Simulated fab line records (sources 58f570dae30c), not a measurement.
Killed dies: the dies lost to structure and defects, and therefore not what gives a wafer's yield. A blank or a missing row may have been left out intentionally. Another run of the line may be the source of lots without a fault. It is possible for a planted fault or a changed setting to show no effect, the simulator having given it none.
The tool behind it: which one? -- flow berkeley_cmos170 -- Sampling: 14 lots, 42 wafers, 2 of 331 route steps

WHAT THE GAUGES READ, wafer by wafer
UCB170_PFIELD_TW_MEAS_09. Usual: PFIELD_TW gives 606 (standard deviation 4.3).
lot,measured,on,PFIELD_TW,flag
L347,day 4 22:32,film_metro-04,601 600 603,
L348,day 5 06:49,film_metro-01,608 608 607,
L350,day 5 21:17,film_metro-04,599 596 599,
L351,day 6 05:34,film_metro-04,602 602 607,
L353,day 6 07:04,film_metro-04,604 602 602,
L352,day 6 07:12,film_metro-02,607 608 608,
L357,day 7 00:37,film_metro-02,606 606 610,
L356,day 7 00:53,film_metro-01,609 609 610,
L362,day 8 10:02,film_metro-04,668 669 669,OFF
L365,day 8 22:21,film_metro-02,607 603 606,
L364,day 8 22:22,film_metro-01,681 679 677,OFF
L367,day 9 05:25,film_metro-02,610 612 612,
L369,day 9 23:25,film_metro-04,606 602 599,
L370,day 9 23:41,film_metro-01,609 612 606,

EACH LOT AND THE TOOL THAT RAN IT (in order: tool; ch and the chambers of the sampled wafers; start)
lot,UCB170_PFIELD_IMPLANT_07
L347,"implanter-01 ch 0, day 4 22:18"
L348,"implanter-03 ch 0, day 5 06:34"
L350,"implanter-04 ch 0, day 5 21:02"
L351,"implanter-04 ch 0, day 6 05:21"
L353,"implanter-01 ch 0, day 6 06:49"
L352,"implanter-04 ch 0, day 6 06:57"
L357,"implanter-03 ch 0, day 7 00:22"
L356,"implanter-01 ch 0, day 7 00:39"
L362,"implanter-04 ch 0, day 8 09:49"
L365,"implanter-01 ch 0, day 8 22:06"
L364,"implanter-04 ch 0, day 8 22:07"
L367,"implanter-01 ch 0, day 9 05:10"
L369,"implanter-03 ch 0, day 9 23:12"
L370,"implanter-01 ch 0, day 9 23:26"
- UCB170_PFIELD_IMPLANT_07

AS READ BY THE TOOLS THEMSELVES (means over the sampled wafers that have a number; for cases with no such wafer, the mark the record gives instead)
UCB170_PFIELD_IMPLANT_07. Usual: dose_ions_cm2 2.0002e+13, standard deviation 2.4e+10; faraday_current_uA 63.3, standard deviation 1.3.
lot,tool,dose_ions_cm2,faraday_current_uA,flag
L347,implanter-01,1.9969e+13,63.4,
L348,implanter-03,2.0005e+13,63.3,
L350,implanter-04,1.9974e+13,62.5,
L351,implanter-04,2.0016e+13,62.4,
L353,implanter-01,1.9995e+13,63.9,
L352,implanter-04,2.0009e+13,63.4,
L357,implanter-03,1.9973e+13,64.0,
L356,implanter-01,2.0022e+13,63.8,
L362,implanter-04,2.8100e+13,87.5,OFF
L365,implanter-01,2.0023e+13,62.5,
L364,implanter-04,2.8144e+13,89.3,OFF
L367,implanter-01,2.0030e+13,63.6,
L369,implanter-03,1.9991e+13,62.5,
L370,implanter-01,2.0006e+13,63.0,

THE ANSWER, worked out from the rows above alone
Rule: take the mean of a lot's wafers that have a number; if it is more than 3 standard deviations from the usual mean, the lot is off. A lot without any number at a reading at which 4 lots or more have one is off too. Any other lot the step has rows for is counted as sound. Order of review: gauges by route order, followed by the tools' own readings, for which a lot's mean as printed above is used. At the first step where some lot is off, the reading lying furthest off is the one used; lots without a number count as furthest.
Off: L362, L364, at UCB170_PFIELD_TW_MEAS_09 (PFIELD_TW).
A tool fits if, at a process step before that reading, it ran every lot that is off, and no sound lot after the first of them. The gauges at UCB170_PFIELD_TW_MEAS_09 aren't tried: what is off there is off at UCB170_PFIELD_IMPLANT_07 too, on other tools, and a gauge's error can't cause that. One candidate fits, namely implanter-04 at UCB170_PFIELD_IMPLANT_07. A fault onset in the window from L352 (day 6 06:57, its last sound lot) to L362 (day 8 09:49, its first lot off) fits.
The tool's own readings at UCB170_PFIELD_IMPLANT_07 bear it out: on the lots that are off they differ by more than 5 times the standard deviation of the sound lots' means. dose_ions_cm2 reads 2.8122e+13 there against 2.0001e+13 on the sound lots; faraday_current_uA reads 88.4 there against 63.2 on the sound lots.

WHAT THE SIMULATOR HAD INSERTED
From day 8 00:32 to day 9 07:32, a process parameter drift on implanter-04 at UCB170_PFIELD_IMPLANT_07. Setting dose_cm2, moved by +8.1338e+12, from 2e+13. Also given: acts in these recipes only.
Lots struck among those shown: L362, L364. The same result came from the rule above.
